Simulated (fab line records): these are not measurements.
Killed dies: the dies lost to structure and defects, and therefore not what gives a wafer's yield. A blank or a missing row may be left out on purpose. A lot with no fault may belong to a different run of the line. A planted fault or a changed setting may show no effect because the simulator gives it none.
2 desks looking at one fault :: flow ritCmos :: each desk holds nothing but its own numbers, with what lay behind them at the end

== AT THE METROLOGY DESK ==
What the gauges read, lot by lot, whatever tool the lot ran on: means of the sampled wafers that have a number. The brackets show how far a lot's mean lies from the usual mean; more than 4 standard deviations puts the lot out of limits, marked OUT.
Columns: A = GATE_OXIDE_THK at RIT_GATE_THK_MEAS_07, usual 2.76 nm; B = SILICIDE_TI_RS at RIT_SILICIDE_RS_MEAS_02, usual 47.5 ohm/sq; C = SILICIDE_TI_THK at RIT_SILICIDE_THK_MEAS_03, usual 30.3 nm; D = M1_OVL at RIT_M1_OVL_MEAS_10, usual 0.6 nm
lot: L610
first seen here: day 2 09:53
A: 2.76
B: 47.5
C: 30.4
D: 1.1

lot: L611
first seen here: day 2 14:38
A: 2.73
B: 47.6
C: 30.3
D: -1.5

lot: L612
first seen here: day 2 19:23
A: 2.76
B: 48.0
C: 30.2
D: 0.3

lot: L613
first seen here: day 3 01:02
A: 2.79
B: 48.1
C: 30.1
D: -0.1

lot: L615
first seen here: day 3 10:59
A: 2.77
B: 48.0
C: 29.9
D: 0.7

lot: L617
first seen here: day 3 20:43
A: 2.72
B: 46.9
C: 30.5
D: 0.9

lot: L618
first seen here: day 4 01:37
A: 2.68
B: 47.3
C: 30.2
D: 0.7

lot: L619
first seen here: day 4 07:25
A: 2.72
B: 48.3
C: 29.8
D: 0.3

lot: L621
first seen here: day 4 16:11
A: 2.80
B: 48.2
C: 29.9
D: -0.1

lot: L625
first seen here: day 5 12:19
A: 2.79
B: 47.5
C: 30.4
D: 2.5

lot: L628
first seen here: day 6 03:58
A: 2.73
B: 51.5 (+5.4) OUT
C: 28.8
D: 3.4

lot: L629
first seen here: day 6 08:50
A: 2.82
B: 47.1
C: 30.5
D: 1.8

lot: L630
first seen here: day 6 13:20
A: 2.76
B: 50.6 (+4.2) OUT
C: 29.1
D: 0.2

lot: L633
first seen here: day 7 04:34
A: 2.77
B: 47.0
C: 30.6
D: -0.4
This desk's result: L628, L630 out of limits, first on L628 (SILICIDE_TI_RS at RIT_SILICIDE_RS_MEAS_02), day 6 21:13. Within limits: L610, L611, L612, L613, L615, L617, L618, L619, L621, L625, L629, L633.

== FOR THE TOOL OWNER'S DESK: pvdSputter-01 ==
The tool's own readings at RIT_SILICIDE_SPUTTER_01 (material Ti, target thk 30 nm, time 240 s): means of the sampled wafers that have a number, for each lot that ran on this tool. The brackets show how far a lot's mean lies from the usual mean; more than 4 standard deviations puts the lot out of limits, marked OUT.
Columns: A = throttleValvePct at RIT_SILICIDE_SPUTTER_01, usual 29.8 %
lot: L610
first seen here: day 3 02:52
A: 30.1

lot: L612
first seen here: day 3 11:46
A: 30.1

lot: L613
first seen here: day 3 16:50
A: 30.2

lot: L615
first seen here: day 4 03:42
A: 30.0

lot: L619
first seen here: day 5 00:20
A: 29.8

lot: L621
first seen here: day 5 08:55
A: 30.3

lot: L628
first seen here: day 6 21:01
A: 29.9

lot: L630
first seen here: day 7 06:19
A: 30.2
Result from this desk: across the 8 lots, nothing is out of limits.

== PUT TOGETHER ==
On L628, L630, the metrology desk was in a position to raise an alarm at day 6 21:13.
The desk of the tool owner found nothing out of limits.
The tool owner's desk has L628, L630 on record, within its limits.
RIT_SILICIDE_SPUTTER_01 was run on pvdSputter-01 by each of the lots named.

== WHAT THE SIMULATOR HAD PUT IN ==
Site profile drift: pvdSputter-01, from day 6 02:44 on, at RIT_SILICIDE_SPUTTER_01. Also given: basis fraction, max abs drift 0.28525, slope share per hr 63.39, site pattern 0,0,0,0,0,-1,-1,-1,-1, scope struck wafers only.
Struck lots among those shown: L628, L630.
Per desk, hours elapsed from the start of the fault to the first reading out of limits: for the metrology desk, 18.
